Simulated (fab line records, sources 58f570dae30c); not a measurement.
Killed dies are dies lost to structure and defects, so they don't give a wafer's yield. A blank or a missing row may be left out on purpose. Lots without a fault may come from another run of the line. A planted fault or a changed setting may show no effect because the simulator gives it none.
Which tool did it? | flow berkeley_cmos170 | 7 lots, 21 wafers sampled, at 3 steps of a route of 331

WHAT THE GAUGES READ, wafer by wafer
UCB170_SILICIDE_RS_MEAS_02: measures by four-point-probe.
lot  | measured     | on            | SILICIDE_TI_RS (ohm/sq)
L214 | day 6 14:28  | film_metro-04 | 26.09 26.09 26.01
L217 | day 7 13:22  | film_metro-03 | 25.49 25.93 26.02
L219 | day 7 22:05  | film_metro-04 | 26.22 26.54 26.23
L221 | day 8 12:31  | film_metro-01 | 25.99 26.15 26.26
L226 | day 9 17:22  | film_metro-01 | 26.11 26.15 26.15
L230 | day 10 05:04 | film_metro-01 | 11.66 11.75 11.76
L235 | day 11 14:13 | film_metro-03 | 26.62 26.35 26.20

WHICH TOOL RAN EACH LOT (tool, then ch and the chambers of the sampled wafers, then the start)
lot  | UCB170_PVT_STRIP_08                  | UCB170_SILICIDE_SPUTTER_01
L214 | plasma_asher-02 ch 0,1, day 5 14:05  | pvd_sputter-02, day 6 14:23
L217 | plasma_asher-02 ch 0,1, day 6 05:28  | pvd_sputter-04, day 7 13:18
L219 | plasma_asher-01 ch 0, day 6 21:52    | pvd_sputter-04, day 7 22:02
L221 | plasma_asher-01 ch 0,1, day 7 05:59  | pvd_sputter-02, day 8 12:27
L226 | plasma_asher-02 ch 0,1, day 8 14:20  | pvd_sputter-04, day 9 17:17
L230 | plasma_asher-02 ch 0,1, day 9 00:13  | pvd_sputter-04, day 10 04:41
L235 | plasma_asher-01 ch 0,1, day 10 11:16 | pvd_sputter-04, day 11 14:11
- UCB170_PVT_STRIP_08: strips in O2.
- UCB170_SILICIDE_SPUTTER_01: material Ti, target thk 30 nm, time 25 s.

THE ANSWER, worked out from the rows above alone
Rule: what is usual is taken from the lots themselves. Put in order of their means at a reading, lots are off if they are a third of the lots or fewer, leave a main group of 4 or more, and stand apart from it by a gap of 3 or more times the standard deviation of the main group's means; of several such gaps the widest counts. A main group whose means are all the same, to the digits that the tables above print for the reading, isn't used. A lot without any number at a reading at which 4 lots or more have one is off too. The other lots that the step has rows for count as sound.
Off: L230, at UCB170_SILICIDE_RS_MEAS_02 (SILICIDE_TI_RS). The main group: mean 26.14 ohm/sq, standard deviation 0.19.
A tool fits if, at a process step before that reading, it ran every lot that is off, and no sound lot after the first of them. The gauges at UCB170_SILICIDE_RS_MEAS_02 are tried like those tools. Can't be told from this: 2 tools fit, plasma_asher-02 at UCB170_PVT_STRIP_08, film_metro-01 at UCB170_SILICIDE_RS_MEAS_02.

WHAT THE SIMULATOR HAD PUT IN
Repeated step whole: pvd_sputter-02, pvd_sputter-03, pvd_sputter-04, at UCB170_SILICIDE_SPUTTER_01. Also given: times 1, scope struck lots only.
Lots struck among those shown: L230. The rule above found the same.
